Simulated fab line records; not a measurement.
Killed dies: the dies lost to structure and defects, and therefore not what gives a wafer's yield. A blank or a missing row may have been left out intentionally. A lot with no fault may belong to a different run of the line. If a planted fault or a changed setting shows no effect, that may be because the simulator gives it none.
fab line records ; flow berkeley-cmos170
record: lots: 6; wafers: 18; last-day: 12
route steps=331 shown M2@280 V2@292
lots that met no fault: from a run of the same line without faults
start-h: hours from the record's first day to the start of the lot's first wafer shown ; wait-h: time in hours since the lot's previous step ; " the same as in the row above ; L1.1+2: one row covering several wafers at once ; - value missing, or start not given ; * or withheld: withheld ; < > ~ a bound
route shown NAME@n: names a module that has steps shown in the file, with the first one's number in the route ; usual: average and standard deviation across the fault-free wafers ; same: alike in all rows ; chamber/n: place in a boat ; sites: readings site by site ; _std_site: their standard deviation ; _edge_site: mean of outer sites minus mean of inner sites ; radius-mm: how far each site lies from the wafer's centre ; mask NAME#n: copy n ; behind: the most recent tool/chamber to have shaped the wafer ; hold: cause of the lot's hold/its duration in hours/its outcome ; device: the transistor (n, p or np) that didn't switch ; end of line: the route-end tests of the same wafers ; for a step that has no rows: nothing shown but its recipe ; killed: not the wafer's yield, but the dies lost to structure and defects at the first sort ; map: per-die view of a wafer (x killed, . not killed, _ where there is no die)
set.NAME: the setting as run; set.NAME@STEP: as run at that earlier step ; model.NAME: the simulator's own value behind a step, which no gauge read
a table for each step, a row for each wafer; lots at some steps of the route
services: a tool's chamber out of use, with start hour (start-h, from the record's first day; less than 0 if before it), hours out, and reason
== steps ==
step: UCB170_M2_COAT_09
recipe: resist: BARC; temp-c: withheld; time-s: withheld; spin-rpm: 3000; resist-thk-nm: withheld
step: UCB170_M2_COAT_10
recipe: resist: KrF; spin-rpm: 1500; resist-thk-nm: 891.8
step: UCB170_M2_SOFTBAKE_11
recipe: resist: KrF; temp-c: 130; time-s: 60
step: UCB170_M2_EXPOSE_12
recipe: mask-id: METAL2; target-cd-nm: 700; na: 0.5; sigma-outer: 0.6; source-shape: conventional; dose-mj: 26
step: UCB170_M2_PEB_13
recipe: peb-temp-c: 130; peb-time-s: withheld; resist: KrF
step: UCB170_M2_DEVELOP_14
recipe: developer: TMAH; develop-time-s: 45; resist: KrF; dev-temp-c: 21
step: UCB170_M2_CD_MEAS_15
recipe: target-cd-nm: 700
usual: cd-nm: 699.6/1.3
lot.wafer;tool;chamber;start-h;wait-h;cd-nm
L212.1;cd-sem-01;-;156.09;-;697.2
L212.3;cd-sem-01;-;156.09;-;699.3
L212.5;cd-sem-01;-;156.09;-;698.9
L220.1;cd-sem-01;-;209.09;-;698.8
L220.3;cd-sem-01;-;209.09;-;698.1
L220.6;cd-sem-01;-;209.09;-;698.9
L224.3;cd-sem-02;-;223.07;-;700.4
L224.4;cd-sem-02;-;223.07;-;699.3
L224.6;cd-sem-02;-;223.07;-;699.4
L226.1;cd-sem-02;-;237.56;-;699.5
L226.2;cd-sem-02;-;237.56;-;700.4
L226.5;cd-sem-02;-;237.56;-;700.5
L229.1;cd-sem-02;-;249.72;-;698.6
L229.2;cd-sem-02;-;249.72;-;698.7
L229.6;cd-sem-02;-;249.72;-;699.4
L231.1;cd-sem-02;-;272.26;-;696.2
L231.5;cd-sem-02;-;272.26;-;698.6
L231.6;cd-sem-02;-;272.26;-;698.2
step: UCB170_M2_OVL_MEAS_16
usual: M2_OVL: -1/5.1
lot.wafer;tool;chamber;start-h;wait-h;M2_OVL[nm]
L212.1;overlay-02;-;156.21;0.1;5
L212.3;overlay-02;-;156.21;0.1;7
L212.5;overlay-02;-;156.21;0.1;0
L220.1;overlay-02;-;209.21;0.1;-9
L220.3;overlay-02;-;209.21;0.1;6
L220.6;overlay-02;-;209.21;0.1;2
L224.3;overlay-01;-;223.17;0.1;-5
L224.4;overlay-01;-;223.17;0.1;-9
L224.6;overlay-01;-;223.17;0.1;-7
L226.1;overlay-01;-;237.68;0.1;1
L226.2;overlay-01;-;237.68;0.1;4
L226.5;overlay-01;-;237.68;0.1;4
L229.1;overlay-01;-;249.84;0.1;-13
L229.2;overlay-01;-;249.84;0.1;-4
L229.6;overlay-01;-;249.84;0.1;-9
L231.1;overlay-01;-;272.38;0.1;-4
L231.5;overlay-01;-;272.38;0.1;-6
L231.6;overlay-01;-;272.38;0.1;-10
step: UCB170_M2_ETCH_17
recipe: chemistry: N2/H2; target-depth-a: withheld; overetch-a: withheld; target: BARC; time-s: withheld; source-w: 500; bias-w: 100; pressure-mtorr: 30; n2-flow-sccm: 100; h2-flow-sccm: 200
usual: drypump-motor-current-A: 5.7/0.49; h2-flow-sccm: 200.0/0.61; oes-product-au: 1.006/0.025; throttle-valve-pct: 13.29/0.15
lot.wafer;tool;chamber;start-h;wait-h;drypump-motor-current-A;h2-flow-sccm;oes-product-au;throttle-valve-pct
L212.1;rie-diel-02;3;156.25;0.0;6.4;200.9;0.988;13.55
L212.3;rie-diel-02;1;156.25;0.0;5.6;199.3;0.975;13.29
L212.5;rie-diel-02;1;156.25;0.0;5.6;199.1;0.984;13.28
L220.1;rie-diel-04;1;209.25;0.0;5.8;199.6;1.003;13.23
L220.3;rie-diel-04;0;209.25;0.0;6.4;200.3;1.022;13.20
L220.6;rie-diel-04;1;209.25;0.0;5.8;200.2;1.001;13.22
L224.3;rie-diel-04;2;223.19;0.0;5.2;199.7;1.012;13.22
L224.4;rie-diel-04;1;223.19;0.0;5.8;200.3;0.985;13.23
L224.6;rie-diel-04;0;223.19;0.0;6.4;199.1;1.020;13.21
L226.1;rie-diel-02;0;237.72;0.0;5.9;200.5;1.033;13.20
L226.2;rie-diel-02;3;237.72;0.0;6.4;199.5;0.984;13.54
L226.5;rie-diel-02;2;237.72;0.0;5.0;200.7;1.009;13.45
L229.1;rie-diel-02;2;249.87;0.0;5.0;201.2;0.995;13.44
L229.2;rie-diel-02;3;249.87;0.0;6.4;199.9;0.981;13.54
L229.6;rie-diel-02;0;249.87;0.0;5.9;200.1;1.036;13.22
L231.1;rie-diel-04;0;272.42;0.0;6.4;200.1;1.021;13.23
L231.5;rie-diel-04;1;272.42;0.0;5.8;199.8;0.999;13.22
L231.6;rie-diel-04;2;272.42;0.0;5.2;199.0;1.015;13.20
step: UCB170_M2_METAL_ETCH_18
recipe: chemistry: Cl2/BCl3; target: Al; stop-on: SiO2; pressure-mtorr: 12; target-depth-a: 11700; over-etch-frac: 0.3; time-s: 195; icp-w: 600; bias-w: 120; Cl2_flow_sccm: 90; bcl3-flow-sccm: 45
usual: drypump-motor-current-A: 5.5/0.61; oes-product-au: 0.857/0.011; throttle-valve-pct: 24.3/0.38
lot.wafer;tool;chamber;start-h;wait-h;drypump-motor-current-A;oes-product-au;rf-hours-counter-h;throttle-valve-pct
L212.1;rie-metal-04;0;156.29;-;5.1;0.858;7.8;24.8
L212.3;rie-metal-04;1;156.29;-;6.7;0.844;-;23.8
L212.5;rie-metal-04;1;156.29;-;6.7;0.844;-;23.8
L220.1;rie-metal-03;0;209.29;-;5.7;0.875;2.7;24.3
L220.3;rie-metal-03;0;209.29;-;5.7;0.864;-;24.3
L220.6;rie-metal-03;0;209.29;-;5.7;0.867;-;24.3
L224.3;rie-metal-03;1;223.30;-;4.7;0.846;-;24.3
L224.4;rie-metal-03;0;223.30;-;5.7;0.868;-;24.3
L224.6;rie-metal-03;0;223.30;-;5.7;0.866;-;24.3
L226.1;rie-metal-04;1;237.76;-;6.7;0.839;4.2;23.8
L226.2;rie-metal-04;0;237.76;-;5.1;0.853;10.3;24.8
L226.5;rie-metal-04;0;237.76;-;5.1;0.856;-;24.8
L229.1;rie-metal-03;1;249.91;-;4.7;0.855;6.6;24.3
L229.2;rie-metal-03;0;249.91;-;5.7;0.873;3.9;24.3
L229.6;rie-metal-03;1;249.91;-;4.7;0.841;-;24.3
L231.1;rie-metal-03;0;272.46;-;5.7;0.871;4.3;24.3
L231.5;rie-metal-03;1;272.46;-;4.7;0.845;-;24.3
L231.6;rie-metal-03;0;272.46;-;5.7;0.869;-;24.3
step: UCB170_M2_STRIP_19
recipe: chemistry: O2; power-w: 400; pressure-mtorr: 3500; platen-temp-c: withheld; o2-flow-sccm: 400; overash-fraction: 0.5
usual: drypump-motor-current-A: 5.5/0.46; oes-product-au: 0.541/0.027
lot.wafer;tool;chamber;start-h;wait-h;drypump-motor-current-A;oes-product-au;rf-hours-counter-h
L212.1;plasma-asher-02;0;156.48;0.1;5.9;0.511;5
L212.3;plasma-asher-02;0;156.48;0.1;5.9;0.582;-
L212.5;plasma-asher-02;1;156.48;0.1;4.6;0.582;-
L220.1;plasma-asher-02;0;209.48;0.1;5.9;0.546;10
L220.3;plasma-asher-02;0;209.48;0.1;5.9;0.554;-
L220.6;plasma-asher-02;0;209.48;0.1;5.9;0.541;-
L224.3;plasma-asher-01;1;223.45;0.1;5.6;0.549;-
L224.4;plasma-asher-01;0;223.45;0.1;5.8;0.534;-
L224.6;plasma-asher-01;0;223.45;0.1;5.9;0.540;-
L226.1;plasma-asher-03;0;237.95;0.1;5.7;0.603;53
L226.2;plasma-asher-03;1;237.95;0.1;5.6;0.520;53
L226.5;plasma-asher-03;0;237.95;0.1;5.7;0.522;-
L229.1;plasma-asher-01;1;250.10;0.1;5.6;0.572;56
L229.2;plasma-asher-01;0;250.10;0.1;5.9;0.553;56
L229.6;plasma-asher-01;0;250.10;0.1;5.9;0.569;-
L231.1;plasma-asher-02;1;272.65;0.1;4.6;0.546;17
L231.5;plasma-asher-02;0;272.65;0.1;5.9;0.565;-
L231.6;plasma-asher-02;1;272.65;0.1;4.6;0.547;-
step: UCB170_M2_CD_MEAS_90
recipe: target-cd-nm: 700
usual: cd-nm: 700/3.6
lot.wafer;tool;chamber;start-h;wait-h;cd-nm
L212.1;cd-sem-01;-;156.58;0.1;697
L212.3;cd-sem-01;-;156.58;0.1;701
L212.5;cd-sem-01;-;156.58;0.1;704
L220.1;cd-sem-01;-;209.58;0.1;697
L220.3;cd-sem-01;-;209.58;0.1;698
L220.6;cd-sem-01;-;209.58;0.1;697
L224.3;cd-sem-01;-;223.56;0.1;698
L224.4;cd-sem-01;-;223.56;0.1;696
L224.6;cd-sem-01;-;223.56;0.1;698
L226.1;cd-sem-02;-;238.05;0.1;707
L226.2;cd-sem-02;-;238.05;0.1;695
L226.5;cd-sem-02;-;238.05;0.1;697
L229.1;cd-sem-01;-;250.20;0.1;698
L229.2;cd-sem-01;-;250.20;0.1;698
L229.6;cd-sem-01;-;250.20;0.1;700
L231.1;cd-sem-01;-;272.75;0.1;696
L231.5;cd-sem-01;-;272.75;0.1;700
L231.6;cd-sem-01;-;272.75;0.1;694
step: UCB170_V2_CVD_00
recipe: material: SiO2; target-thk-nm: 2000; temp-c: 390; precursor: TEOS/O2; time-s: 250; rf-w: 550; pressure-mtorr: 9000
usual: heater-power-w: 238/48
lot.wafer;tool;chamber;start-h;wait-h;heater-power-w;model.SiO2_of_V2_CVD_00.thk-nm
L212.1;pecvd-01;0;156.70;0.1;281;2012
L212.3;pecvd-01;2;156.70;0.1;286;1980
L212.5;pecvd-01;2;156.70;0.1;214;2029
L220.1;pecvd-02;2;209.70;0.1;232;1972
L220.3;pecvd-02;0;209.70;0.1;287;2008
L220.6;pecvd-02;1;209.70;0.1;180;1977
L224.3;pecvd-02;0;223.64;0.1;285;2688
L224.4;pecvd-02;2;223.64;0.1;229;2711
L224.6;pecvd-02;0;223.64;0.1;201;2746
L226.1;pecvd-02;2;238.17;0.1;268;2663
L226.2;pecvd-02;0;238.17;0.1;255;2683
L226.5;pecvd-02;0;238.17;0.1;206;2720
L229.1;pecvd-01;0;250.32;0.1;257;2004
L229.2;pecvd-01;2;250.32;0.1;311;2008
L229.6;pecvd-01;0;250.32;0.1;198;2030
L231.1;pecvd-03;1;272.87;0.1;230;2004
L231.5;pecvd-03;2;272.87;0.1;129;2047
L231.6;pecvd-03;0;272.87;0.1;327;2037
step: UCB170_V2_THK_MEAS_01
recipe: reads: SiO2_of_V2_CVD_00
usual: V2_TEOS_THK: 2009/28
lot.wafer;tool;chamber;start-h;wait-h;V2_TEOS_THK[nm]
L212.1;film-metro-04;-;156.85;0.1;2013
L212.3;film-metro-04;-;156.85;0.1;1981
L212.5;film-metro-04;-;156.85;0.1;2031
L220.1;film-metro-03;-;209.85;0.1;1973
L220.3;film-metro-03;-;209.85;0.1;2008
L220.6;film-metro-03;-;209.85;0.1;1975
L224.3;film-metro-04;-;223.82;0.1;2687
L224.4;film-metro-04;-;223.82;0.1;2711
L224.6;film-metro-04;-;223.82;0.1;2745
L226.1;film-metro-04;-;238.32;0.1;2664
L226.2;film-metro-04;-;238.32;0.1;2682
L226.5;film-metro-04;-;238.32;0.1;2718
L229.1;film-metro-02;-;250.48;0.1;2005
L229.2;film-metro-02;-;250.48;0.1;2009
L229.6;film-metro-02;-;250.48;0.1;2029
L231.1;film-metro-02;-;273.02;0.1;2003
L231.5;film-metro-02;-;273.02;0.1;2046
L231.6;film-metro-02;-;273.02;0.1;2037
step: UCB170_V2_CMP_02
recipe: material: SiO2; down-force-psi: 6; platen-rpm: 60; pad-velocity-m-s: 0.75398
usual: motor-current-A: 16.8/1.6
lot.wafer;tool;chamber;start-h;wait-h;motor-current-A
L212.3;cmp-02;1;157.09;0.2;15.8
L212.1;cmp-02;0;157.09;0.2;15.5
L212.5;cmp-02;2;157.09;0.2;17.0
L220.3;cmp-02;2;209.96;0.1;16.0
L220.1;cmp-02;3;209.96;0.1;17.2
L220.6;cmp-02;2;209.96;0.1;16.0
L224.4;cmp-02;0;223.91;0.1;16.0
L224.3;cmp-02;2;223.91;0.1;15.9
L224.6;cmp-02;0;223.91;0.1;15.7
L226.2;cmp-01;1;238.48;0.1;14.4
L226.1;cmp-01;2;238.48;0.1;18.6
L226.5;cmp-01;0;238.48;0.1;19.7
L229.2;cmp-01;2;250.54;0.0;18.4
L229.1;cmp-01;1;250.54;0.0;14.5
L229.6;cmp-01;2;250.54;0.0;18.3
L231.1;cmp-02;1;273.23;0.2;15.4
L231.6;cmp-02;2;273.23;0.2;16.7
L231.5;cmp-02;3;273.23;0.2;17.7
== services ==
tool;chamber;start-h;hours;kind
plasma-asher-03;-;135.26;1.9;repair
pecvd-01;-;135.50;14.0;pm
rie-diel-02;0;153.53;7.5;repair
cmp-01;-;158.94;2.0;repair
cmp-01;-;162.51;1.6;repair
cmp-02;-;164.31;1.0;repair
cmp-02;-;169.99;34.2;repair
pecvd-03;-;173.47;2.8;pm
pecvd-01;2;190.28;4.6;repair
cmp-01;-;198.55;7.7;pm
rie-metal-03;-;209.66;2.8;pm
plasma-asher-02;-;233.37;1.1;repair
cmp-02;-;235.61;4.0;pm
pecvd-03;1;239.47;6.8;repair
pecvd-03;-;239.76;0.8;repair
pecvd-03;-;242.50;14.0;pm
cmp-01;-;246.45;3.9;pm
rie-diel-04;1;250.64;11.7;repair
pecvd-01;-;256.00;6.0;pm
cmp-02;-;256.26;6.9;pm
rie-diel-04;-;256.28;0.8;repair
rie-diel-02;-;262.42;2.8;pm
cmp-02;-;265.84;1.1;repair
rie-diel-02;3;266.05;4.8;repair
== key ==
first-sign: step: UCB170_V2_THK_MEAS_01; reading: V2_TEOS_THK; direction: up; sigmas: 25; usual: 2009; struck: 2701
effect none on later readings
model-effect: step: UCB170_V2_CVD_00; value: SiO2_of_V2_CVD_00.thk-nm; without: 2031; struck: 2702
met-at UCB170_V2_CVD_00
struck-wafers L224.3,L224.4,L224.6,L226.1,L226.2,L226.5
onset-between 209.70 223.64
fault: kind: process-parameter-drift; tool: pecvd-02; chamber: -; onset-h: 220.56; steps: UCB170_V2_CVD_00; channel: target-thk-nm; offset: 671.1; shape: step; end-h: 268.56; acts-in: these-recipes-only; stated: 2000
